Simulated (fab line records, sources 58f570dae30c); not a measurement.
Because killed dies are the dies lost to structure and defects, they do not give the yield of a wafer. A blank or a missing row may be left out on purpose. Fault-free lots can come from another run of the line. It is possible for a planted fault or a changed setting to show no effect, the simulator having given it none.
fab line records | flow berkeley_cmos170
record: lots: 5 wafers: 23
route steps=331 shown PWELL@36 ACTIVE@65 NVT@105 NSD@188 CONTACT@220
start_h: the number of hours between the record's first day and the start of the first shown wafer of the lot | wait_h: hours elapsed since this lot's preceding step | " the same as in the row above | L1.1+2: one row covering several wafers at once | - no value, or no start was given | * or withheld: withheld | < > ~ a bound
route shown NAME@n: a module of which the file shows steps, and the number in the route of the first | usual: mean and standard deviation over wafers with no fault | same: alike in all rows | chamber/n: place in a boat | sites: each site's reading | _std_site: standard deviation of those values | _edge_site: the outer-site mean with the inner-site mean subtracted | radius_mm: how far each site lies from the wafer's centre | mask NAME#n: copy n | behind: the most recent tool/chamber to have shaped the wafer | hold: why the lot was held/for how many hours/how that ended | device: the n, p or np transistor that did not switch | end of line: the same wafers' tests at the end of the route | step lacking rows: just its recipe | killed: the dies lost at the first sort to structure and to defects; this is not the yield of the wafer | map: shows each die of a wafer: x if killed, . if not, _ if none is there
set.NAME: the setting that was run; set.NAME@STEP: the one run at that earlier step | model.NAME: the simulator's own value behind a step, which no gauge read
lots where settings were altered on purpose, with a table for each step and a row for each wafer
== steps ==
step: UCB170_PWELL_OXIDATION_02
recipe: temp_c: 1000 ambient: O2 target_thk_a: 264 ox_time_s: 1260
columns lot.wafer tool chamber start_h wait_h set.temp_c model.SiO2_of_PWELL_OXIDATION_02.thk_nm
L076.1 - - - 2.1 974.2 20.44
L076.3 " - " " 974.2 20.18
L076.4 " - " " 974.2 20.35
L076.5 " - " " 974.2 20.37
L076.6 " - " " 974.2 20.55
L078.2 - - - 3.0 1000 26.91
L078.3 " - " " 1000 27.1
L078.4 " - " " 1000 26.87
L078.5 " - " " 1000 26.43
L078.6 " - " " 1000 26.77
L081.1 furnace-02 0 80.06 3.7 1000 26.05
L081.4 " 0 " " 1000 26.21
L081.6 " 0 " " 1000 26.62
L082.2 - - - 3.7 1000 27.06
L082.3 " - " " 1000 26.63
L082.4 " - " " 1000 26.47
L082.5 " - " " 1000 27.14
L082.6 " - " " 1000 26.52
L085.1 - - - 3.1 1009 29.26
L085.2 " - " " 1009 29.48
L085.3 " - " " 1009 29.24
L085.4 " - " " 1009 29.29
L085.5 " - " " 1009 29.91
step: UCB170_PWELL_THK_MEAS_03
recipe: reads: SiO2_of_PWELL_OXIDATION_02
usual: PWELL_OXIDE_THK: 26.6/0.38
columns lot.wafer tool chamber start_h wait_h set.temp_c@PWELL_OXIDATION_02 PWELL_OXIDE_THK[nm]
L076.1 film_metro-04 - - - 974.2 20.4
L076.3 " - " " 974.2 20.2
L076.4 " - " " 974.2 20.3
L076.5 " - " " 974.2 20.3
L076.6 " - " " 974.2 20.6
L078.2 film_metro-04 - - - 1000 26.9
L078.3 " - " " 1000 27.1
L078.4 " - " " 1000 26.9
L078.5 " - " " 1000 26.4
L078.6 " - " " 1000 26.8
L081.1 film_metro-01 - 81.41 0.0 1000 26.0
L081.4 " - " " 1000 26.2
L081.6 " - " " 1000 26.6
L082.2 film_metro-04 - - - 1000 27.1
L082.3 " - " " 1000 26.6
L082.4 " - " " 1000 26.5
L082.5 " - " " 1000 27.1
L082.6 " - " " 1000 26.5
L085.1 film_metro-01 - - - 1009 29.3
L085.2 " - " " 1009 29.5
L085.3 " - " " 1009 29.3
L085.4 " - " " 1009 29.3
L085.5 " - " " 1009 29.9
step: UCB170_PWELL_COAT_08
recipe: resist: KrF spin_rpm: 1500 resist_thk_nm: 900
columns lot.wafer tool chamber start_h wait_h set.spin_rpm model.KrF_of_PWELL_COAT_08.thk_nm
L076.1 litho_track-02 0 63.70 0.1 1500 901.3
L076.3 " 0 " " 1447 918.5
L076.4 " 0 " " 1447 917.2
L076.5 " 0 " " 1500 901.5
L076.6 " 0 " " 1500 901.1
L078.2 litho_track-02 0 73.11 0.1 1500 899.8
L078.3 " 0 " " 1500 901.7
L078.4 " 0 " " 1500 900.8
L078.5 " 0 " " 1500 901.6
L078.6 " 0 " " 1500 902.5
L081.1 litho_track-02 0 89.68 0.1 1500 902
L081.4 " 0 " " 1500 906.3
L081.6 " 0 " " 1500 903
L082.2 litho_track-01 0 89.71 0.1 1500 900.2
L082.3 " 0 " " 1500 902.1
L082.4 " 0 " " 1500 902.5
L082.5 " 0 " " 1500 904.1
L082.6 " 0 " " 1500 902.7
L085.1 litho_track-01 0 112.17 0.1 1500 900.2
L085.2 " 0 " " 1391 940.9
L085.3 " 0 " " 1391 939.5
L085.4 " 0 " " 1500 903.1
L085.5 " 0 " " 1391 936.4
step: UCB170_PWELL_SOFTBAKE_09
recipe: resist: KrF temp_c: 130 time_s: 60
step: UCB170_PWELL_EXPOSE_10
recipe: mask_id: PWELL target_cd_nm: 3000 na: 0.5 sigma_outer: 0.6 source_shape: conventional dose_mj: 19
step: UCB170_PWELL_DEVELOP_12
recipe: developer: TMAH develop_time_s: 45 resist: KrF dev_temp_c: 21
step: UCB170_PWELL_ETCH_14
recipe: chemistry: CH3F/Ar/O2 target: Si3N4 stop_on: SiO2 CH3F_flow_sccm: 20 Ar_flow_sccm: 50 O2_flow_sccm: 7 pressure_mtorr: 50 rf_w: 450 target_depth_a: 2420 over_etch_frac: 0.1 time_s: 151
columns lot.wafer tool chamber start_h wait_h set.temp_c@PWELL_OXIDATION_02 set.spin_rpm@PWELL_COAT_08 model.KrF_of_PWELL_COAT_08.thk_nm model.SiO2_of_PWELL_OXIDATION_02.thk_nm
L076.1 rie_diel-03 0 65.01 0.0 974.2 1500 724.1 16.7
L076.3 " 1 " " 974.2 1447 748.2 16.63
L076.4 " 1 " " 974.2 1447 745 16.76
L076.5 " 0 " " 974.2 1500 723.7 16.64
L076.6 " 3 " " 974.2 1500 728.9 16.96
L078.2 rie_diel-03 2 74.18 0.0 1000 1500 725.5 23.27
L078.3 " 0 " " 1000 1500 723.9 23.36
L078.4 " 1 " " 1000 1500 728.5 23.27
L078.5 " 2 " " 1000 1500 728 22.81
L078.6 " 0 " " 1000 1500 722.6 23.01
L082.2 rie_diel-01 2 90.53 0.0 1000 1500 727.8 23.06
L082.3 " 3 " " 1000 1500 728.3 23
L082.4 " 1 " " 1000 1500 729.8 22.67
L082.5 " 2 " " 1000 1500 732.2 23.14
L082.6 " 1 " " 1000 1500 730.2 22.73
L081.1 rie_diel-03 0 90.81 0.0 1000 1500 723.6 22.32
L081.4 " 3 " " 1000 1500 733.5 22.6
L081.6 " 3 " " 1000 1500 731.5 23.05
L085.1 rie_diel-04 3 113.02 0.0 1009 1500 724 25.45
L085.2 " 1 " " 1009 1391 763.5 25.12
L085.3 " 2 " " 1009 1391 762 24.89
L085.4 " 0 " " 1009 1500 725.7 24.92
L085.5 " 2 " " 1009 1391 756.7 25.55
step: UCB170_PWELL_IMPLANT_15
recipe: species: B dose_cm2: 5e+12 energy_kev: 59.64 tilt_deg: 7
step: UCB170_PWELL_STRIP_16
recipe: chemistry: O2 power_w: 400 pressure_mtorr: 3500 platen_temp_c: withheld o2_flow_sccm: 400 overash_fraction: 0.5
usual: strip_time_to_endpoint_s: 18.13/0.089
columns lot.wafer tool chamber start_h wait_h set.spin_rpm@PWELL_COAT_08 strip_time_to_endpoint_s
L076.1 plasma_asher-03 1 65.26 0.1 1500 18.08
L076.3 " 0 " " 1447 18.64
L076.4 " 1 " " 1447 18.57
L076.5 " 0 " " 1500 18.07
L076.6 " 1 " " 1500 18.18
L078.2 plasma_asher-02 1 74.43 0.1 1500 18.12
L078.3 " 1 " " 1500 18.08
L078.4 " 0 " " 1500 18.18
L078.5 " 1 " " 1500 18.16
L078.6 " 0 " " 1500 18.05
L082.2 plasma_asher-03 1 90.78 0.1 1500 18.18
L082.3 " 0 " " 1500 18.19
L082.4 " 1 " " 1500 18.20
L082.5 " 0 " " 1500 18.28
L082.6 " 1 " " 1500 18.23
L081.1 plasma_asher-01 0 91.06 0.1 1500 18.06
L081.4 " 0 " " 1500 18.30
L081.6 " 0 " " 1500 18.25
L085.1 plasma_asher-01 0 113.33 0.2 1500 18.06
L085.2 " 1 " " 1391 19.01
L085.3 " 1 " " 1391 18.98
L085.4 " 0 " " 1500 18.13
L085.5 " 0 " " 1391 18.87
step: UCB170_ACTIVE_CVD_05
recipe: material: Si3N4 target_thk_nm: 220 temp_c: 800 precursor: SiH2Cl2/NH3 time_s: 3300 pressure_mtorr: 200 sih2cl2_flow_sccm: 25 nh3_flow_sccm: 75
columns lot.wafer tool chamber start_h wait_h set.temp_c model.Si3N4_of_ACTIVE_CVD_05.thk_nm
L076.1 - - - 0.0 820.7 320.3
L076.3 " - " " 820.7 320.8
L076.4 " - " " 820.7 320.4
L076.5 " - " " 820.7 320.5
L076.6 " - " " 820.7 320.1
L078.2+3 - - - 0.0 777.2 143.4
L078.4 " - " " 777.2 143.5
L078.5 " - " " 777.2 146.4
L078.6 " - " " 777.2 143.8
L081.1 lpcvd-01 0 118.59 0.0 800 218.4
L081.4 " 0 " " 800 217
L081.6 " 0 " " 800 215.9
L082.2 - - - 0.0 812.7 271.9
L082.3 " - " " 812.7 269.9
L082.4 " - " " 812.7 271.3
L082.5 " - " " 812.7 271.6
L082.6 " - " " 812.7 270.8
L085.1+4 - - - 2.0 800 224.6
L085.2 " - " " 800 225.5
L085.3 " - " " 800 224
L085.5 " - " " 800 225.1
step: UCB170_ACTIVE_THK_MEAS_06
recipe: reads: Si3N4_of_ACTIVE_CVD_05
usual: ACTIVE_NITRIDE_THK: 219.9/2.9
columns lot.wafer tool chamber start_h wait_h set.temp_c@ACTIVE_CVD_05 ACTIVE_NITRIDE_THK[nm]
L076.1 film_metro-03 - - - 820.7 320.1
L076.3 " - " " 820.7 320.5
L076.4 " - " " 820.7 320.4
L076.5 " - " " 820.7 320.3
L076.6 " - " " 820.7 320.3
L078.2 film_metro-04 - - - 777.2 143.3
L078.3 " - " " 777.2 143.5
L078.4 " - " " 777.2 143.5
L078.5 " - " " 777.2 146.4
L078.6 " - " " 777.2 143.7
L081.1 film_metro-03 - 120.51 0.0 800 218.3
L081.4 " - " " 800 217.1
L081.6 " - " " 800 215.8
L082.2 film_metro-04 - - - 812.7 271.9
L082.3 " - " " 812.7 269.7
L082.4 " - " " 812.7 271.3
L082.5 " - " " 812.7 271.7
L082.6 " - " " 812.7 270.7
L085.1 film_metro-01 - - - 800 224.7
L085.2 " - " " 800 225.4
L085.3 " - " " 800 224.1
L085.4 " - " " 800 224.4
L085.5 " - " " 800 225.1
step: UCB170_ACTIVE_PEB_11
recipe: peb_temp_c: 130 peb_time_s: withheld resist: KrF
columns lot.wafer tool chamber start_h wait_h set.peb_temp_c
L076.1+3 litho_track-04 0 98.09 0.3 127
L076.4+5+6 " 0 " " 130
L078.2+5+6 litho_track-03 0 108.20 0.1 126.7
L078.3+4 " 0 " " 130
L082.2+3 litho_track-04 0 121.29 0.1 130
L082.4+5+6 " 0 " " 126.8
L081.1+4+6 litho_track-03 0 121.50 0.1 130
L085.1+3+4 litho_track-04 0 145.36 0.1 133
L085.2+5 " 0 " " 130
step: UCB170_ACTIVE_DEVELOP_12
recipe: developer: TMAH develop_time_s: 45 resist: KrF dev_temp_c: 21
step: UCB170_ACTIVE_CD_MEAS_13
recipe: target_cd_nm: 1200
usual: cd_nm: 1200.3/1.5
columns lot.wafer tool chamber start_h wait_h set.peb_temp_c@ACTIVE_PEB_11 cd_nm
L076.1 cd_sem-01 - 113.04 - 127 1220.8
L076.3 " - " " 127 1222.5
L076.4 " - " " 130 1200.6
L076.5 " - " " 130 1198.7
L076.6 " - " " 130 1200.5
L078.2 cd_sem-01 - 113.78 - 126.7 1224.8
L078.3 " - " " 130 1199.8
L078.4 " - " " 130 1200.1
L078.5 " - " " 126.7 1223.7
L078.6 " - " " 126.7 1225.3
L082.2 cd_sem-01 - 122.25 - 130 1200.6
L082.3 " - " " 130 1198.5
L082.4 " - " " 126.8 1223.7
L082.5 " - " " 126.8 1224.2
L082.6 " - " " 126.8 1224.9
L081.1 cd_sem-01 - 122.35 - 130 1202.9
L081.4 " - " " 130 1204.1
L081.6 " - " " 130 1203.3
L085.1 cd_sem-02 - 145.65 - 133 1181.1
L085.2 " - " " 130 1199.9
L085.3 " - " " 133 1180.7
L085.4 " - " " 133 1181.9
L085.5 " - " " 130 1199.0
step: UCB170_ACTIVE_ETCH_15
recipe: chemistry: CH3F/Ar/O2 target: Si3N4 stop_on: SiO2 CH3F_flow_sccm: 20 Ar_flow_sccm: 50 O2_flow_sccm: 7 pressure_mtorr: 50 rf_w: 450 target_depth_a: 2420 over_etch_frac: 0.1 time_s: 151
columns lot.wafer tool chamber start_h wait_h set.peb_temp_c@ACTIVE_PEB_11 model.ACTIVE.cd_nm
L076.1 rie_diel-03 2 113.20 0.0 127 1221
L076.3 " 0 " " 127 1222
L076.4 " 1 " " 130 1201
L076.5 " 0 " " 130 1199
L076.6 " 1 " " 130 -
L078.2 rie_diel-02 1 113.92 0.0 126.7 1225
L078.3+4 " 0,2 " " 130 1200
L078.5 " 1 " " 126.7 1224
L078.6 " 2 " " 126.7 1226
L082.2 rie_diel-04 1 122.38 0.0 130 1200
L082.3 " 3 " " 130 1199
L082.4+5 " 2,0 " " 126.8 1224
L082.6 " 3 " " 126.8 1225
L081.1+6 rie_diel-03 3,1 122.50 0.0 130 1203
L081.4 " 1 " " 130 -
L085.1+3 rie_diel-04 2,1 145.80 0.0 133 1181
L085.2 " 0 " " 130 1200
L085.4 " 3 " " 133 1182
L085.5 " 2 " " 130 1199
step: UCB170_ACTIVE_STRIP_16
recipe: chemistry: O2 power_w: 400 pressure_mtorr: 3500 platen_temp_c: withheld o2_flow_sccm: 400 overash_fraction: 0.5
step: UCB170_ACTIVE_CD_MEAS_90
recipe: target_cd_nm: 1200
usual: cd_nm: 1200.3/1.4
columns lot.wafer tool chamber start_h wait_h set.peb_temp_c@ACTIVE_PEB_11 cd_nm
L076.1 cd_sem-01 - 114.60 1.3 127 1221.1
L076.3 " - " " 127 1221.9
L076.4 " - " " 130 1200.4
L076.5 " - " " 130 1199.0
L076.6 " - " " 130 1200.6
L078.2 cd_sem-01 - 115.34 1.3 126.7 1225.0
L078.3 " - " " 130 1199.8
L078.4 " - " " 130 1199.8
L078.5 " - " " 126.7 1223.8
L078.6 " - " " 126.7 1225.7
L082.2 cd_sem-01 - 123.09 0.6 130 1200.5
L082.3 " - " " 130 1198.6
L082.4 " - " " 126.8 1223.8
L082.5 " - " " 126.8 1224.4
L082.6 " - " " 126.8 1225.1
L081.1 cd_sem-01 - 123.19 0.6 130 1202.9
L081.4 " - " " 130 1204.4
L081.6 " - " " 130 1203.6
L085.1 cd_sem-01 - 146.00 0.1 133 1181.2
L085.2 " - " " 130 1199.6
L085.3 " - " " 133 1181.4
L085.4 " - " " 133 1181.6
L085.5 " - " " 130 1198.8
step: UCB170_NVT_COAT_01
recipe: resist: KrF spin_rpm: 1500 resist_thk_nm: 900
columns lot.wafer tool chamber start_h wait_h set.resist_thk_nm model.KrF_of_NVT_COAT_01.thk_nm
L076.1 litho_track-03 0 149.02 0.1 862.7 863.9
L076.3 " 0 " " 862.7 863.4
L076.4 " 0 " " 862.7 864.8
L076.5 " 0 " " 900 899.9
L076.6 " 0 " " 900 900.2
L078.2 litho_track-04 0 149.05 0.1 900 901.5
L078.3 " 0 " " 884.9 886.9
L078.4 " 0 " " 884.9 884.6
L078.5 " 0 " " 900 899.1
L078.6 " 0 " " 884.9 885.4
L081.1 litho_track-03 0 158.27 0.1 900 897.5
L081.4 " 0 " " 900 901.2
L081.6 " 0 " " 900 903
L082.2 litho_track-01 0 158.63 0.1 871.1 865.1
L082.3 " 0 " " 871.1 868.5
L082.4 " 0 " " 900 897.3
L082.5 " 0 " " 900 895.4
L082.6 " 0 " " 871.1 869.2
L085.1 litho_track-01 0 182.88 0.1 921 916.8
L085.2 " 0 " " 921 918
L085.3 " 0 " " 900 897.9
L085.4 " 0 " " 900 898.6
L085.5 " 0 " " 921 920.2
step: UCB170_NVT_SOFTBAKE_02
recipe: resist: KrF temp_c: 130 time_s: 60
step: UCB170_NVT_EXPOSE_03
recipe: mask_id: PWELL target_cd_nm: 3000 na: 0.5 sigma_outer: 0.6 source_shape: conventional dose_mj: 30
step: UCB170_NVT_IMPLANT_07
recipe: species: BF2 dose_cm2: 3e+12 energy_kev: 50 tilt_deg: 7
step: UCB170_NVT_STRIP_08
recipe: chemistry: O2 power_w: 400 pressure_mtorr: 3500 platen_temp_c: withheld o2_flow_sccm: 400 overash_fraction: 0.5204
usual: strip_time_to_endpoint_s: 21.63/0.052
columns lot.wafer tool chamber start_h wait_h set.resist_thk_nm@NVT_COAT_01 strip_time_to_endpoint_s
L076.1 plasma_asher-01 1 150.86 0.1 862.7 20.77
L076.3 " 0 " " 862.7 20.76
L076.4 " 1 " " 862.7 20.79
L076.5 " 1 " " 900 21.63
L076.6 " 0 " " 900 21.62
L078.2 plasma_asher-03 0 151.14 0.1 900 21.67
L078.3 " 1 " " 884.9 21.31
L078.4 " 0 " " 884.9 21.26
L078.5 " 0 " " 900 21.62
L078.6 " 1 " " 884.9 21.28
L081.1 plasma_asher-03 1 159.93 0.1 900 21.56
L081.4 " 0 " " 900 21.65
L081.6 " 0 " " 900 21.71
L082.2 plasma_asher-03 0 160.03 0.2 871.1 20.79
L082.3 " 0 " " 871.1 20.87
L082.4 " 1 " " 900 21.57
L082.5 " 0 " " 900 21.53
L082.6 " 1 " " 871.1 20.89
L085.1 plasma_asher-01 1 183.88 0.1 921 22.03
L085.2 " 0 " " 921 22.07
L085.3 " 0 " " 900 21.58
L085.4 " 1 " " 900 21.60
L085.5 " 1 " " 921 22.11
step: UCB170_NSD_COAT_01
recipe: resist: KrF spin_rpm: 1500 resist_thk_nm: 900
columns lot.wafer tool chamber start_h wait_h set.resist_thk_nm model.KrF_of_NSD_COAT_01.thk_nm
L076.1 litho_track-03 0 182.66 0.1 900 896.1
L076.3 " 0 " " 900 898
L076.4 " 0 " " 900 895.6
L076.5 " 0 " " 900 895.9
L076.6 " 0 " " 900 897.7
L078.2 litho_track-02 0 182.86 0.1 900 899.2
L078.3 " 0 " " 900 899.4
L078.4 " 0 " " 900 898.5
L078.5 " 0 " " 900 903.4
L078.6 " 0 " " 900 900.8
L081.1 litho_track-04 0 192.33 0.1 900 901.6
L081.4 " 0 " " 900 899.6
L081.6 " 0 " " 900 899.3
L082.2 litho_track-03 0 192.36 0.1 900 900.3
L082.3 " 0 " " 850.5 853.1
L082.4 " 0 " " 900 903.1
L082.5 " 0 " " 900 902.4
L082.6 " 0 " " 850.5 852.6
L085.1 litho_track-03 0 212.87 0.1 900 900.9
L085.2 " 0 " " 900 901.9
L085.3 " 0 " " 922.1 925.2
L085.4 " 0 " " 922.1 923.2
L085.5 " 0 " " 922.1 924.3
step: UCB170_CONTACT_COAT_04
recipe: resist: KrF spin_rpm: 1500 resist_thk_nm: 900
columns lot.wafer tool chamber start_h wait_h set.resist_thk_nm model.KrF_of_CONTACT_COAT_04.thk_nm
L078.2 litho_track-04 0 189.74 0.1 900 902.1
L078.3 " 0 " " 861.5 864.6
L078.4 " 0 " " 861.5 863.4
L078.5 " 0 " " 861.5 862.5
L078.6 " 0 " " 900 901.4
L076.1 litho_track-01 0 189.92 0.1 948.8 947.6
L076.3 " 0 " " 948.8 947.2
L076.4 " 0 " " 900 896.7
L076.5 " 0 " " 948.8 946
L076.6 " 0 " " 900 894.9
L082.2 litho_track-04 0 200.36 0.1 942.2 943
L082.3 " 0 " " 900 901.7
L082.4 " 0 " " 942.2 939.2
L082.5 " 0 " " 900 900.7
L082.6 " 0 " " 942.2 944.4
L081.1 litho_track-01 0 200.37 0.1 900 902.3
L081.4 " 0 " " 900 900.5
L081.6 " 0 " " 900 901.6
L085.1 litho_track-01 0 220.51 0.1 900 903
L085.2 " 0 " " 923.3 925.7
L085.3 " 0 " " 923.3 927.1
L085.4 " 0 " " 900 902.9
L085.5 " 0 " " 900 906.1
step: UCB170_CONTACT_SOFTBAKE_05
recipe: resist: KrF temp_c: 130 time_s: 60
step: UCB170_CONTACT_STRIP_06
recipe: chemistry: O2 power_w: 400 pressure_mtorr: 3500 platen_temp_c: withheld o2_flow_sccm: 400 overash_fraction: 0.5
usual: strip_time_to_endpoint_s: 21.99/0.059
columns lot.wafer tool chamber start_h wait_h set.resist_thk_nm@CONTACT_COAT_04 strip_time_to_endpoint_s
L078.2 plasma_asher-01 1 190.02 0.1 900 22.02
L078.3 " 0 " " 861.5 21.13
L078.4 " 1 " " 861.5 21.10
L078.5 " 0 " " 861.5 21.07
L078.6 " 1 " " 900 22.01
L076.1 plasma_asher-04 0 190.22 0.1 948.8 23.09
L076.3 " 0 " " 948.8 23.10
L076.4 " 1 " " 900 21.90
L076.5 " 0 " " 948.8 23.08
L076.6 " 1 " " 900 21.85
L082.2 plasma_asher-03 0 200.64 0.1 942.2 23.00
L082.3 " 0 " " 900 22.01
L082.4 " 1 " " 942.2 22.91
L082.5 " 1 " " 900 21.98
L082.6 " 0 " " 942.2 23.03
L081.1 plasma_asher-04 1 200.67 0.1 900 22.02
L081.4 " 0 " " 900 21.99
L081.6 " 1 " " 900 22.01
L085.1 plasma_asher-01 1 220.81 0.1 900 22.03
L085.2 " 0 " " 923.3 22.58
L085.3 " 0 " " 923.3 22.62
L085.4 " 1 " " 900 22.05
L085.5 " 1 " " 900 22.11
== key ==
split: step: UCB170_PWELL_OXIDATION_02 setting: temp_c stated: 1000 by: lot
response: step: UCB170_PWELL_OXIDATION_02 reading: model.SiO2_of_PWELL_OXIDATION_02.thk_nm change: +2.55 per: 1% r: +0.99
response: step: UCB170_PWELL_THK_MEAS_03 reading: PWELL_OXIDE_THK change: +2.55 per: 1% r: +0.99
response: step: UCB170_PWELL_ETCH_14 reading: model.SiO2_of_PWELL_OXIDATION_02.thk_nm change: +2.42 per: 1% r: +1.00
split: step: UCB170_PWELL_COAT_08 setting: spin_rpm stated: 1500 by: wafer
response: step: UCB170_PWELL_COAT_08 reading: model.KrF_of_PWELL_COAT_08.thk_nm change: -5.05 per: 1% r: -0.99
response: step: UCB170_PWELL_ETCH_14 reading: model.KrF_of_PWELL_COAT_08.thk_nm change: -5.13 per: 1% r: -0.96
response: step: UCB170_PWELL_STRIP_16 reading: strip_time_to_endpoint_s change: * per: 1% r: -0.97
split: step: UCB170_ACTIVE_CVD_05 setting: temp_c stated: 800 by: lot
response: step: UCB170_ACTIVE_CVD_05 reading: model.Si3N4_of_ACTIVE_CVD_05.thk_nm change: +31.5 per: 1% r: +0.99
response: step: UCB170_ACTIVE_THK_MEAS_06 reading: ACTIVE_NITRIDE_THK change: +31.5 per: 1% r: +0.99
split: step: UCB170_ACTIVE_PEB_11 setting: peb_temp_c stated: 130 by: wafer
response: step: UCB170_ACTIVE_CD_MEAS_13 reading: cd_nm change: -9.31 per: 1% r: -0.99
response: step: UCB170_ACTIVE_ETCH_15 reading: model.ACTIVE.cd_nm change: -9.34 per: 1% r: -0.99
response: step: UCB170_ACTIVE_CD_MEAS_90 reading: cd_nm change: -9.31 per: 1% r: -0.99
split: step: UCB170_NVT_COAT_01 setting: resist_thk_nm stated: 900 by: wafer
response: step: UCB170_NVT_COAT_01 reading: model.KrF_of_NVT_COAT_01.thk_nm change: +8.77 per: 1% r: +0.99
response: step: UCB170_NVT_STRIP_08 reading: strip_time_to_endpoint_s change: * per: 1% r: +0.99
split: step: UCB170_NSD_COAT_01 setting: resist_thk_nm stated: 900 by: wafer
response: step: UCB170_NSD_COAT_01 reading: model.KrF_of_NSD_COAT_01.thk_nm change: +8.99 per: 1% r: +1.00
split: step: UCB170_CONTACT_COAT_04 setting: resist_thk_nm stated: 900 by: wafer
response: step: UCB170_CONTACT_COAT_04 reading: model.KrF_of_CONTACT_COAT_04.thk_nm change: +9.05 per: 1% r: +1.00
response: step: UCB170_CONTACT_STRIP_06 reading: strip_time_to_endpoint_s change: * per: 1% r: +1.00
